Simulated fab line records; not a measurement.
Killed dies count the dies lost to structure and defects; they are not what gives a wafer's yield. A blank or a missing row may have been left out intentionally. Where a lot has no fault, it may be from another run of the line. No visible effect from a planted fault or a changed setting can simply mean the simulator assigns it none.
fab line records || flow rit-cmos
record: {"lots": 14, "wafers": 42, "last-day": 8}
route steps=202 shown REOX@101
lots that met no fault: taken from a fault-free run of the same line
start-h: hours from the record's first day to the start of the lot's first wafer shown || wait-h: hours from the lot's prior step to this one || " same as the row above || L1.1+2: one row covering several wafers at once || - no value, or no start given || * or withheld: withheld || < > ~ a bound
route shown NAME@n: names a module that has steps shown in the file, with the first one's number in the route || usual: mean/standard deviation taken from wafers without a fault || same: alike in all rows || chamber/n: place in a boat || sites: the reading at each site || _std_site: how widely they spread, as a standard deviation || _edge_site: outer sites' mean less inner sites' || radius-mm: for every site, how far away it sits from the centre of the wafer || mask NAME#n: copy n || behind: tool/chamber where the wafer was last shaped || hold: reason for holding the lot/hours on hold/outcome of the hold || device: transistor that didn't switch, given as n, p or np || end of line: the route-end tests of the same wafers || a step with no rows: only its recipe || killed: count of dies lost to structure and defects at first sort (not the wafer's yield) || map: per-die view of a wafer (x killed, . not killed, _ where there is no die)
set.NAME: the setting the step ran with; set.NAME@STEP: the setting that earlier step ran with || model.NAME: the simulator's own value behind a step, which no gauge read
a sample of lots followed through the steps of the route, with each step as a table and each wafer as a row
services: from which hour (start-h, from the record's first day; less than 0 if before it) a tool's chamber was out of use, for how many hours, and why
== steps ==
step: RIT_REOX_OXIDATION_03
recipe: {"temp-c": 900, "ambient": "O2", "target-thk-a": 252, "ox-time-s": 5580}
usual: {"spike-tc-centre-C": "902.2/1.3", "tube-center-temp-C": "900/0.083", "tube_center_temp_C_max": "902.3/0.38"}
{"lot.wafer": "L636.1", "tool": "furnace-04", "chamber": 0, "start-h": 39.23, "wait-h": 0.0, "spike-tc-centre-C": 901.0, "tube-center-temp-C": 899.93, "tube_center_temp_C_max": 901.9}
{"lot.wafer": "L636.2", "tool": "furnace-04", "chamber": 0, "start-h": 39.23, "wait-h": 0.0, "spike-tc-centre-C": 903.5, "tube-center-temp-C": 900.16, "tube_center_temp_C_max": 902.3}
{"lot.wafer": "L636.4", "tool": "furnace-04", "chamber": 0, "start-h": 39.23, "wait-h": 0.0, "spike-tc-centre-C": 901.6, "tube-center-temp-C": 900.02, "tube_center_temp_C_max": 901.7}
{"lot.wafer": "L638.1", "tool": "furnace-04", "chamber": 0, "start-h": 52.28, "wait-h": 0.4, "spike-tc-centre-C": 903.0, "tube-center-temp-C": 900.02, "tube_center_temp_C_max": 903.0}
{"lot.wafer": "L638.3", "tool": "furnace-04", "chamber": 0, "start-h": 52.28, "wait-h": 0.4, "spike-tc-centre-C": 901.2, "tube-center-temp-C": 900.09, "tube_center_temp_C_max": 902.8}
{"lot.wafer": "L638.6", "tool": "furnace-04", "chamber": 0, "start-h": 52.28, "wait-h": 0.4, "spike-tc-centre-C": 900.8, "tube-center-temp-C": 899.98, "tube_center_temp_C_max": 902.4}
{"lot.wafer": "L639.2", "tool": "furnace-01", "chamber": 0, "start-h": 55.56, "wait-h": 0.1, "spike-tc-centre-C": 903.1, "tube-center-temp-C": 899.92, "tube_center_temp_C_max": 901.8}
{"lot.wafer": "L639.4", "tool": "furnace-01", "chamber": 0, "start-h": 55.56, "wait-h": 0.1, "spike-tc-centre-C": 902.5, "tube-center-temp-C": 900.01, "tube_center_temp_C_max": 902.1}
{"lot.wafer": "L639.6", "tool": "furnace-01", "chamber": 0, "start-h": 55.56, "wait-h": 0.1, "spike-tc-centre-C": 903.5, "tube-center-temp-C": 899.89, "tube_center_temp_C_max": 902.1}
{"lot.wafer": "L640.1", "tool": "furnace-03", "chamber": 0, "start-h": 63.37, "wait-h": 1.6, "spike-tc-centre-C": 901.0, "tube-center-temp-C": 900.03, "tube_center_temp_C_max": 902.6}
{"lot.wafer": "L640.5", "tool": "furnace-03", "chamber": 0, "start-h": 63.37, "wait-h": 1.6, "spike-tc-centre-C": 901.8, "tube-center-temp-C": 899.86, "tube_center_temp_C_max": 902.6}
{"lot.wafer": "L640.6", "tool": "furnace-03", "chamber": 0, "start-h": 63.37, "wait-h": 1.6, "spike-tc-centre-C": 902.2, "tube-center-temp-C": 899.86, "tube_center_temp_C_max": 902.0}
{"lot.wafer": "L642.3", "tool": "furnace-04", "chamber": 0, "start-h": 74.56, "wait-h": 1.1, "spike-tc-centre-C": 902.9, "tube-center-temp-C": 900.06, "tube_center_temp_C_max": 902.2}
{"lot.wafer": "L642.5", "tool": "furnace-04", "chamber": 0, "start-h": 74.56, "wait-h": 1.1, "spike-tc-centre-C": 900.5, "tube-center-temp-C": 899.88, "tube_center_temp_C_max": 902.7}
{"lot.wafer": "L642.6", "tool": "furnace-04", "chamber": 0, "start-h": 74.56, "wait-h": 1.1, "spike-tc-centre-C": 899.3, "tube-center-temp-C": 900.1, "tube_center_temp_C_max": 902.4}
{"lot.wafer": "L643.1", "tool": "furnace-01", "chamber": 0, "start-h": 77.72, "wait-h": 2.9, "spike-tc-centre-C": 901.8, "tube-center-temp-C": 899.9, "tube_center_temp_C_max": 902.6}
{"lot.wafer": "L643.3", "tool": "furnace-01", "chamber": 0, "start-h": 77.72, "wait-h": 2.9, "spike-tc-centre-C": 904.9, "tube-center-temp-C": 899.96, "tube_center_temp_C_max": 902.2}
{"lot.wafer": "L643.4", "tool": "furnace-01", "chamber": 0, "start-h": 77.72, "wait-h": 2.9, "spike-tc-centre-C": 904.7, "tube-center-temp-C": 900.03, "tube_center_temp_C_max": 902.7}
{"lot.wafer": "L645.1", "tool": "furnace-01", "chamber": 0, "start-h": 89.78, "wait-h": 0.0, "spike-tc-centre-C": 909.0, "tube-center-temp-C": 908, "tube_center_temp_C_max": 910.1}
{"lot.wafer": "L645.3", "tool": "furnace-01", "chamber": 0, "start-h": 89.78, "wait-h": 0.0, "spike-tc-centre-C": 911.6, "tube-center-temp-C": 908.18, "tube_center_temp_C_max": 910.9}
{"lot.wafer": "L645.6", "tool": "furnace-01", "chamber": 0, "start-h": 89.78, "wait-h": 0.0, "spike-tc-centre-C": 911.6, "tube-center-temp-C": 907.98, "tube_center_temp_C_max": 911.3}
{"lot.wafer": "L646.3", "tool": "furnace-01", "chamber": 0, "start-h": 92.58, "wait-h": 0.8, "spike-tc-centre-C": 910.5, "tube-center-temp-C": 907.95, "tube_center_temp_C_max": 910.3}
{"lot.wafer": "L646.4", "tool": "furnace-01", "chamber": 0, "start-h": 92.58, "wait-h": 0.8, "spike-tc-centre-C": 910.2, "tube-center-temp-C": 907.99, "tube_center_temp_C_max": 910.7}
{"lot.wafer": "L646.6", "tool": "furnace-01", "chamber": 0, "start-h": 92.58, "wait-h": 0.8, "spike-tc-centre-C": 911.2, "tube-center-temp-C": 907.98, "tube_center_temp_C_max": 910.2}
{"lot.wafer": "L647.2", "tool": "furnace-03", "chamber": 0, "start-h": 100.50, "wait-h": 3.5, "spike-tc-centre-C": 901.9, "tube-center-temp-C": 900.03, "tube_center_temp_C_max": 902.8}
{"lot.wafer": "L647.4", "tool": "furnace-03", "chamber": 0, "start-h": 100.50, "wait-h": 3.5, "spike-tc-centre-C": 901.0, "tube-center-temp-C": 899.98, "tube_center_temp_C_max": 902.2}
{"lot.wafer": "L647.6", "tool": "furnace-03", "chamber": 0, "start-h": 100.50, "wait-h": 3.5, "spike-tc-centre-C": 900.5, "tube-center-temp-C": 900.02, "tube_center_temp_C_max": 901.9}
{"lot.wafer": "L648.1", "tool": "furnace-04", "chamber": 0, "start-h": 109.77, "wait-h": 0.9, "spike-tc-centre-C": 901.3, "tube-center-temp-C": 900.05, "tube_center_temp_C_max": 902.1}
{"lot.wafer": "L648.2", "tool": "furnace-04", "chamber": 0, "start-h": 109.77, "wait-h": 0.9, "spike-tc-centre-C": 900.6, "tube-center-temp-C": 900.08, "tube_center_temp_C_max": 902.4}
{"lot.wafer": "L648.3", "tool": "furnace-04", "chamber": 0, "start-h": 109.77, "wait-h": 0.9, "spike-tc-centre-C": 902.5, "tube-center-temp-C": 899.96, "tube_center_temp_C_max": 902.0}
{"lot.wafer": "L652.1", "tool": "furnace-04", "chamber": 0, "start-h": 145.46, "wait-h": 4.0, "spike-tc-centre-C": 900.8, "tube-center-temp-C": 900.02, "tube_center_temp_C_max": 901.9}
{"lot.wafer": "L652.3", "tool": "furnace-04", "chamber": 0, "start-h": 145.46, "wait-h": 4.0, "spike-tc-centre-C": 900.6, "tube-center-temp-C": 900.07, "tube_center_temp_C_max": 901.9}
{"lot.wafer": "L652.6", "tool": "furnace-04", "chamber": 0, "start-h": 145.46, "wait-h": 4.0, "spike-tc-centre-C": 900.7, "tube-center-temp-C": 900.16, "tube_center_temp_C_max": 903.0}
{"lot.wafer": "L657.3", "tool": "furnace-01", "chamber": 0, "start-h": 165.12, "wait-h": 2.7, "spike-tc-centre-C": 902.6, "tube-center-temp-C": 900.01, "tube_center_temp_C_max": 902.5}
{"lot.wafer": "L657.4", "tool": "furnace-01", "chamber": 0, "start-h": 165.12, "wait-h": 2.7, "spike-tc-centre-C": 905.7, "tube-center-temp-C": 899.96, "tube_center_temp_C_max": 902.1}
{"lot.wafer": "L657.5", "tool": "furnace-01", "chamber": 0, "start-h": 165.12, "wait-h": 2.7, "spike-tc-centre-C": 902.9, "tube-center-temp-C": 899.96, "tube_center_temp_C_max": 902.4}
{"lot.wafer": "L658.1", "tool": "furnace-01", "chamber": 0, "start-h": 173.31, "wait-h": 0.3, "spike-tc-centre-C": 905.3, "tube-center-temp-C": 900.01, "tube_center_temp_C_max": 902.1}
{"lot.wafer": "L658.2", "tool": "furnace-01", "chamber": 0, "start-h": 173.31, "wait-h": 0.3, "spike-tc-centre-C": 905.2, "tube-center-temp-C": 899.97, "tube_center_temp_C_max": 901.8}
{"lot.wafer": "L658.3", "tool": "furnace-01", "chamber": 0, "start-h": 173.31, "wait-h": 0.3, "spike-tc-centre-C": 902.4, "tube-center-temp-C": 900.01, "tube_center_temp_C_max": 902.7}
{"lot.wafer": "L659.1", "tool": "furnace-01", "chamber": 0, "start-h": 173.31, "wait-h": 0.6, "spike-tc-centre-C": 902.5, "tube-center-temp-C": 899.84, "tube_center_temp_C_max": 902.2}
{"lot.wafer": "L659.3", "tool": "furnace-01", "chamber": 0, "start-h": 173.31, "wait-h": 0.6, "spike-tc-centre-C": 904.4, "tube-center-temp-C": 899.88, "tube_center_temp_C_max": 902.1}
{"lot.wafer": "L659.4", "tool": "furnace-01", "chamber": 0, "start-h": 173.31, "wait-h": 0.6, "spike-tc-centre-C": 902.1, "tube-center-temp-C": 899.98, "tube_center_temp_C_max": 903.4}
step: RIT_REOX_THK_MEAS_04
recipe: {"reads": "SiO2_of_REOX_OXIDATION_03"}
usual: {"REOX_OXIDE_THK": "25.3/0.58"}
{"lot.wafer": "L636.1", "tool": "film-metro-04", "chamber": "-", "start-h": 41.78, "wait-h": 0.0, "REOX_OXIDE_THK[nm]": 25.1}
{"lot.wafer": "L636.2", "tool": "film-metro-04", "chamber": "-", "start-h": 41.78, "wait-h": 0.0, "REOX_OXIDE_THK[nm]": 25.0}
{"lot.wafer": "L636.4", "tool": "film-metro-04", "chamber": "-", "start-h": 41.78, "wait-h": 0.0, "REOX_OXIDE_THK[nm]": 24.7}
{"lot.wafer": "L638.1", "tool": "film-metro-04", "chamber": "-", "start-h": 54.83, "wait-h": 0.0, "REOX_OXIDE_THK[nm]": 24.9}
{"lot.wafer": "L638.3", "tool": "film-metro-04", "chamber": "-", "start-h": 54.83, "wait-h": 0.0, "REOX_OXIDE_THK[nm]": 25.4}
{"lot.wafer": "L638.6", "tool": "film-metro-04", "chamber": "-", "start-h": 54.83, "wait-h": 0.0, "REOX_OXIDE_THK[nm]": 25.3}
{"lot.wafer": "L639.2", "tool": "film-metro-04", "chamber": "-", "start-h": 58.12, "wait-h": 0.0, "REOX_OXIDE_THK[nm]": 25.0}
{"lot.wafer": "L639.4", "tool": "film-metro-04", "chamber": "-", "start-h": 58.12, "wait-h": 0.0, "REOX_OXIDE_THK[nm]": 25.1}
{"lot.wafer": "L639.6", "tool": "film-metro-04", "chamber": "-", "start-h": 58.12, "wait-h": 0.0, "REOX_OXIDE_THK[nm]": 25.2}
{"lot.wafer": "L640.1", "tool": "film-metro-02", "chamber": "-", "start-h": 65.92, "wait-h": 0.0, "REOX_OXIDE_THK[nm]": 23.5}
{"lot.wafer": "L640.5", "tool": "film-metro-02", "chamber": "-", "start-h": 65.92, "wait-h": 0.0, "REOX_OXIDE_THK[nm]": 23.4}
{"lot.wafer": "L640.6", "tool": "film-metro-02", "chamber": "-", "start-h": 65.92, "wait-h": 0.0, "REOX_OXIDE_THK[nm]": 23.5}
{"lot.wafer": "L642.3", "tool": "film-metro-04", "chamber": "-", "start-h": 77.13, "wait-h": 0.0, "REOX_OXIDE_THK[nm]": 24.9}
{"lot.wafer": "L642.5", "tool": "film-metro-04", "chamber": "-", "start-h": 77.13, "wait-h": 0.0, "REOX_OXIDE_THK[nm]": 24.7}
{"lot.wafer": "L642.6", "tool": "film-metro-04", "chamber": "-", "start-h": 77.13, "wait-h": 0.0, "REOX_OXIDE_THK[nm]": 24.8}
{"lot.wafer": "L643.1", "tool": "film-metro-04", "chamber": "-", "start-h": 80.27, "wait-h": 0.0, "REOX_OXIDE_THK[nm]": 25.3}
{"lot.wafer": "L643.3", "tool": "film-metro-04", "chamber": "-", "start-h": 80.27, "wait-h": 0.0, "REOX_OXIDE_THK[nm]": 25.3}
{"lot.wafer": "L643.4", "tool": "film-metro-04", "chamber": "-", "start-h": 80.27, "wait-h": 0.0, "REOX_OXIDE_THK[nm]": 25.5}
{"lot.wafer": "L645.1", "tool": "film-metro-02", "chamber": "-", "start-h": 92.33, "wait-h": 0.0, "REOX_OXIDE_THK[nm]": 27.7}
{"lot.wafer": "L645.3", "tool": "film-metro-02", "chamber": "-", "start-h": 92.33, "wait-h": 0.0, "REOX_OXIDE_THK[nm]": 27.2}
{"lot.wafer": "L645.6", "tool": "film-metro-02", "chamber": "-", "start-h": 92.33, "wait-h": 0.0, "REOX_OXIDE_THK[nm]": 27.3}
{"lot.wafer": "L646.3", "tool": "film-metro-02", "chamber": "-", "start-h": 95.15, "wait-h": 0.0, "REOX_OXIDE_THK[nm]": 27.5}
{"lot.wafer": "L646.4", "tool": "film-metro-02", "chamber": "-", "start-h": 95.15, "wait-h": 0.0, "REOX_OXIDE_THK[nm]": 27.8}
{"lot.wafer": "L646.6", "tool": "film-metro-02", "chamber": "-", "start-h": 95.15, "wait-h": 0.0, "REOX_OXIDE_THK[nm]": 27.6}
{"lot.wafer": "L647.2", "tool": "film-metro-02", "chamber": "-", "start-h": 103.06, "wait-h": 0.0, "REOX_OXIDE_THK[nm]": 24.4}
{"lot.wafer": "L647.4", "tool": "film-metro-02", "chamber": "-", "start-h": 103.06, "wait-h": 0.0, "REOX_OXIDE_THK[nm]": 24.5}
{"lot.wafer": "L647.6", "tool": "film-metro-02", "chamber": "-", "start-h": 103.06, "wait-h": 0.0, "REOX_OXIDE_THK[nm]": 24.4}
{"lot.wafer": "L648.1", "tool": "film-metro-03", "chamber": "-", "start-h": 112.32, "wait-h": 0.0, "REOX_OXIDE_THK[nm]": 25.3}
{"lot.wafer": "L648.2", "tool": "film-metro-03", "chamber": "-", "start-h": 112.32, "wait-h": 0.0, "REOX_OXIDE_THK[nm]": 25.4}
{"lot.wafer": "L648.3", "tool": "film-metro-03", "chamber": "-", "start-h": 112.32, "wait-h": 0.0, "REOX_OXIDE_THK[nm]": 25.4}
{"lot.wafer": "L652.1", "tool": "film-metro-04", "chamber": "-", "start-h": 148.01, "wait-h": 0.0, "REOX_OXIDE_THK[nm]": 25.7}
{"lot.wafer": "L652.3", "tool": "film-metro-04", "chamber": "-", "start-h": 148.01, "wait-h": 0.0, "REOX_OXIDE_THK[nm]": 26.1}
{"lot.wafer": "L652.6", "tool": "film-metro-04", "chamber": "-", "start-h": 148.01, "wait-h": 0.0, "REOX_OXIDE_THK[nm]": 25.7}
{"lot.wafer": "L657.3", "tool": "film-metro-03", "chamber": "-", "start-h": 167.69, "wait-h": 0.0, "REOX_OXIDE_THK[nm]": 25.8}
{"lot.wafer": "L657.4", "tool": "film-metro-03", "chamber": "-", "start-h": 167.69, "wait-h": 0.0, "REOX_OXIDE_THK[nm]": 25.5}
{"lot.wafer": "L657.5", "tool": "film-metro-03", "chamber": "-", "start-h": 167.69, "wait-h": 0.0, "REOX_OXIDE_THK[nm]": 25.5}
{"lot.wafer": "L659.1", "tool": "film-metro-03", "chamber": "-", "start-h": 175.86, "wait-h": 0.0, "REOX_OXIDE_THK[nm]": 25.3}
{"lot.wafer": "L659.3", "tool": "film-metro-03", "chamber": "-", "start-h": 175.86, "wait-h": 0.0, "REOX_OXIDE_THK[nm]": 25.3}
{"lot.wafer": "L659.4", "tool": "film-metro-03", "chamber": "-", "start-h": 175.86, "wait-h": 0.0, "REOX_OXIDE_THK[nm]": 25.0}
{"lot.wafer": "L658.1", "tool": "film-metro-04", "chamber": "-", "start-h": 175.88, "wait-h": 0.0, "REOX_OXIDE_THK[nm]": 25.0}
{"lot.wafer": "L658.2", "tool": "film-metro-04", "chamber": "-", "start-h": 175.88, "wait-h": 0.0, "REOX_OXIDE_THK[nm]": 25.2}
{"lot.wafer": "L658.3", "tool": "film-metro-04", "chamber": "-", "start-h": 175.88, "wait-h": 0.0, "REOX_OXIDE_THK[nm]": 25.0}
== services ==
{"tool": "furnace-03", "chamber": "-", "start-h": 40.09, "hours": 4.5, "kind": "pm"}
{"tool": "furnace-01", "chamber": "-", "start-h": 74.66, "hours": 2.8, "kind": "pm"}
{"tool": "furnace-04", "chamber": "-", "start-h": 77.11, "hours": 9.9, "kind": "pm"}
{"tool": "furnace-03", "chamber": "-", "start-h": 103.05, "hours": 46.4, "kind": "pm"}
{"tool": "furnace-01", "chamber": "-", "start-h": 121.53, "hours": 2.6, "kind": "pm"}
{"tool": "furnace-04", "chamber": "-", "start-h": 124.60, "hours": 2.8, "kind": "pm"}
{"tool": "furnace-03", "chamber": "-", "start-h": 149.48, "hours": 3.4, "kind": "pm"}
{"tool": "furnace-04", "chamber": "-", "start-h": 172.01, "hours": 4.0, "kind": "repair"}
== key ==
first-sign: {"step": "RIT_REOX_OXIDATION_03", "reading": "tube-center-temp-C", "direction": "up", "sigmas": 89, "usual": "*", "struck": "*"}
effect: {"step": "RIT_REOX_OXIDATION_03", "reading": "tube_center_temp_C_max", "direction": "up", "sigmas": 22, "usual": "*", "struck": "*"}
effect: {"step": "RIT_REOX_THK_MEAS_04", "reading": "REOX_OXIDE_THK", "direction": "up", "sigmas": 3.9, "usual": 25.3, "struck": 27.5}
met-at RIT_REOX_OXIDATION_03
struck-lots L645,L646
tester-left-out L645,L646
fault: {"kind": "process-parameter-drift", "tool": "furnace-01", "chamber": "-", "onset-h": 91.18, "steps": "RIT_REOX_OXIDATION_03", "channel": "temp-c", "offset": "*", "shape": "step", "end-h": 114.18, "acts-in": "*", "stated": "*"}
tester-left-out: of these lots the tester's yield and bins aren't shown, on N5 and GAA mostly nor the transistor test; their killed dies are dies lost to structure and defects alone, not to doping, threshold or leakage, so they don't give the yield
